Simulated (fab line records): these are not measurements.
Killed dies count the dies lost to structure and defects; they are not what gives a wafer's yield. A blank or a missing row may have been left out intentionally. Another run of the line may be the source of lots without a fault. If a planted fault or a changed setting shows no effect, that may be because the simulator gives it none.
Lot-split experiment	flow berkeley_cmos170	17 wafers read from 5 lots, route of 331 steps

THE SPLIT
At UCB170_M2_COAT_10 (resist thk 900 nm), the setting resist_thk_nm was moved away from the recipe's 900 nm on 4 of the 17 wafers read, by -5.1% to +5.4%. All remaining wafers had this setting at the recipe value.

The reading is taken at the split's own step.

THE READING
KrF_of_M2_COAT_10.thk_nm (the simulator's own value, which no gauge read), in nm, at UCB170_M2_COAT_10 (resist thk 900 nm). The file gives no usual value for it. The 13 wafers here that ran the recipe average 901.1 nm, standard deviation 1.4 nm.

wafer	tool, chamber at the split	resist_thk_nm as run, nm	against the recipe	KrF_of_M2_COAT_10.thk_nm, nm	against lot-mates on the recipe
L075.1	litho_track-04, 0	900	recipe	902	-
L075.5	litho_track-04, 0	900	recipe	902	-
L075.2	litho_track-04, 0	900	recipe	901.6	-
L075.3	litho_track-04, 0	900	recipe	901.9	-
L075.4	litho_track-04, 0	900	recipe	899.2	-
L079.1	litho_track-04, 0	948.3	+5.4%	946.9	+48.5
L079.4	litho_track-04, 0	900	recipe	898.4	-
L080.2	litho_track-04, 0	900	recipe	900	-
L080.4	litho_track-04, 0	900	recipe	900	-
L080.3	litho_track-04, 0	900	recipe	902.1	-
L081.1	litho_track-04, 0	885.4	-1.6%	886.9	-15.4
L081.3	litho_track-04, 0	900	recipe	903.1	-
L081.4	litho_track-04, 0	885.4	-1.6%	887.5	-14.8
L081.5	litho_track-04, 0	900	recipe	901.3	-
L081.6	litho_track-04, 0	900	recipe	902.5	-
L082.2	litho_track-02, 0	854.2	-5.1%	855.3	-44.5
L082.5	litho_track-02, 0	900	recipe	899.8	-

THE FIT
A straight line over all 17 wafers: KrF_of_M2_COAT_10.thk_nm changes by +8.73 nm for each +1% of resist_thk_nm; r = +1.00; the points scatter about the line by 1.4 nm.
The same after taking each lot's own level away (the mean of its wafers on the recipe; 17 wafers): +8.94 nm for each +1%; r = +1.00; scatter 0.92 nm.
That fit puts the effect of the largest move of resist_thk_nm on the reading at 48 nm.
From 898.40 to 902.30 nm: that is the span of the lots' own levels, equal to 2.8 times the standard deviation above.
So the lot-to-lot level changes the slope little: the two slopes agree.
Check: for one of the wafers moved furthest among these (+5.4%), held out of the fit, the line's prediction against its lot-mates is +47.3 nm. Against them it came out at +48.5 nm.

FURTHER SPLITS ON THESE WAFERS
Before the reading, these wafers also passed through other splits. Each is held against what the fit with the lots' levels taken away leaves over:
other split on the same wafers	wafers away from the commonest value	r with KrF_of_M2_COAT_10.thk_nm (lot level and that fit taken away)
UCB170_M2_SPUTTER_01 power_w	0	-

FILE'S OWN FIT
KrF_of_M2_COAT_10.thk_nm changes by +8.94 nm for each +1% of resist_thk_nm, r = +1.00.
